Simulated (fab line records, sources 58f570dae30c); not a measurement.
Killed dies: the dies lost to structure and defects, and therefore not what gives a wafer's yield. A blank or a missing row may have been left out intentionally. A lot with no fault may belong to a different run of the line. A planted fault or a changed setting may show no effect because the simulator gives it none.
Lot-split experiment | flow berkeley_cmos170 | on a route of 331 steps: 5 lots, 23 wafers read

THE SPLIT ITSELF
At UCB170_V1_CMP_02 (polishes SiO2), the setting leave_above_ref_nm was moved away from the recipe's 1000 nm on 10 of the 23 wafers read, by -7.0% to +7.2%. This setting was run at the recipe's value on the other wafers.

THE PATH FROM SPLIT TO READING: the file shows 1 step between them
- UCB170_V1_THK_MEAS_04

THE READING
oes_product_au, in a.u., at UCB170_V1_ETCH_14 (etches SiO2 in CHF3/CF4/Ar, stops on Al, target depth 1250 nm, time 291 s). On this fab line, fault-free wafers typically give 0.874 a.u. with a standard deviation of 0.013 a.u.

wafer  | tool, chamber at the split | leave_above_ref_nm as run, nm | against the recipe | oes_product_au, a.u. | against lot-mates on the recipe
L075.1 | cmp-01, 0                  | 1000                          | recipe             | 0.853                | -
L075.2 | cmp-01, 1                  | 929.8                         | -7.0%              | 0.837                | -0.019
L075.3 | cmp-01, 3                  | 929.8                         | -7.0%              | 0.834                | -0.022
L075.4 | cmp-01, 2                  | 929.8                         | -7.0%              | 0.832                | -0.024
L075.6 | cmp-01, 0                  | 1000                          | recipe             | 0.859                | -
L077.1 | cmp-02, 1,2                | 1000                          | recipe             | 0.862                | -
L077.2 | cmp-02, 1,2                | 1000                          | recipe             | 0.887                | -
L077.3 | cmp-02, 0                  | 1072                          | +7.2%              | 0.923                | +0.048
L077.5 | cmp-02, 1,2                | 1072                          | +7.2%              | 0.917                | +0.042
L077.6 | cmp-02, 1,2                | 1072                          | +7.2%              | 0.936                | +0.061
L080.1 | cmp-01, 0                  | 957.7                         | -4.2%              | 0.845                | -0.031
L080.3 | cmp-01, 2                  | 1000                          | recipe             | 0.885                | -
L080.4 | cmp-01, 1                  | 1000                          | recipe             | 0.869                | -
L080.5 | cmp-01, 1                  | 1000                          | recipe             | 0.875                | -
L080.6 | cmp-01, 2                  | 957.7                         | -4.2%              | 0.857                | -0.019
L082.1 | cmp-02, 3                  | 1000                          | recipe             | 0.864                | -
L082.2 | cmp-02, 2                  | 1000                          | recipe             | 0.888                | -
L082.5 | cmp-02, 2                  | 1000                          | recipe             | 0.869                | -
L081.1 | cmp-01, 1                  | 1000                          | recipe             | 0.869                | -
L081.2 | cmp-01, 2,3                | 1051                          | +5.1%              | 0.898                | +0.035
L081.3 | cmp-01, 0                  | 1000                          | recipe             | 0.861                | -
L081.4 | cmp-01, 2,3                | 1051                          | +5.1%              | 0.897                | +0.034
L081.6 | cmp-01, 3                  | 1000                          | recipe             | 0.860                | -
The file does not say which wafer passed through which chamber wherever a row lists several chambers: such a row stands for several wafers.

THE FIT
A straight line over all 23 wafers: oes_product_au changes by +0.00609 a.u. for each +1% of leave_above_ref_nm; r = +0.93; the points scatter about the line by 0.011 a.u.
The same after taking each lot's own level away (the mean of its wafers on the recipe; 23 wafers): +0.00539 a.u. for each +1%; r = +0.92; scatter 0.0099 a.u.
Per that fit: largest leave_above_ref_nm move, reading shift of 0.039 a.u.
The span of the lots' own levels, 0.8560 to 0.8763 a.u., comes to 1.6 times the standard deviation stated above.
So the lot-to-lot level changes the slope: the two fits differ.
Check: +0.0417 a.u. against its lot-mates is what the line predicts for one of the wafers moved furthest among these (+7.2%) when that wafer is left out of the fit. Against them it came out at +0.0485 a.u.

OTHER SPLITS APPLIED TO THESE WAFERS
Note: prior to the reading, these wafers also went through further splits. Each is held against what the fit with the lots' levels taken away leaves over:
other split on the same wafers   | wafers away from the commonest value | r with oes_product_au (lot level and that fit taken away)
UCB170_NLDD_EXPOSE_03 dose_mj    | 7                                    | -0.24
UCB170_CONTACT_EXPOSE_12 dose_mj | 8                                    | +0.00
UCB170_M1_EXPOSE_06 dose_mj      | 8                                    | -0.28

THE WHOLE CHAIN: every reading that the file lists as answering this split, in the file's order
step                  | what it does                                                              | reading                                                                   | change (the file's fit)                   | r (the file's)
UCB170_V1_CMP_02      | polishes SiO2                                                             | SiO2_of_V1_CVD_00.thk_nm (the simulator's own value, which no gauge read) | +9.96 nm for each +1% of the setting      | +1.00
UCB170_V1_THK_MEAS_04 |                                                                           | V1_POLISHED_THK                                                           | +9.93 for each +1% of the setting         | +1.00
UCB170_V1_ETCH_14     | etches SiO2 in CHF3/CF4/Ar, stops on Al, target depth 1250 nm, time 291 s | oes_product_au                                                            | +0.00556 a.u. for each +1% of the setting | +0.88
UCB170_V1_ETCH_14     | etches SiO2 in CHF3/CF4/Ar, stops on Al, target depth 1250 nm, time 291 s | V1.feature_depth_nm (the simulator's own value, which no gauge read)      | +9.97 nm for each +1% of the setting      | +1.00
UCB170_V1_ETCH_14     | etches SiO2 in CHF3/CF4/Ar, stops on Al, target depth 1250 nm, time 291 s | etch.depth_nm (the simulator's own value, which no gauge read)            | +9.96 nm for each +1% of the setting      | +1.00

THE FILE'S OWN FIT
oes_product_au changes by +0.00556 a.u. for each +1% of leave_above_ref_nm, r = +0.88.
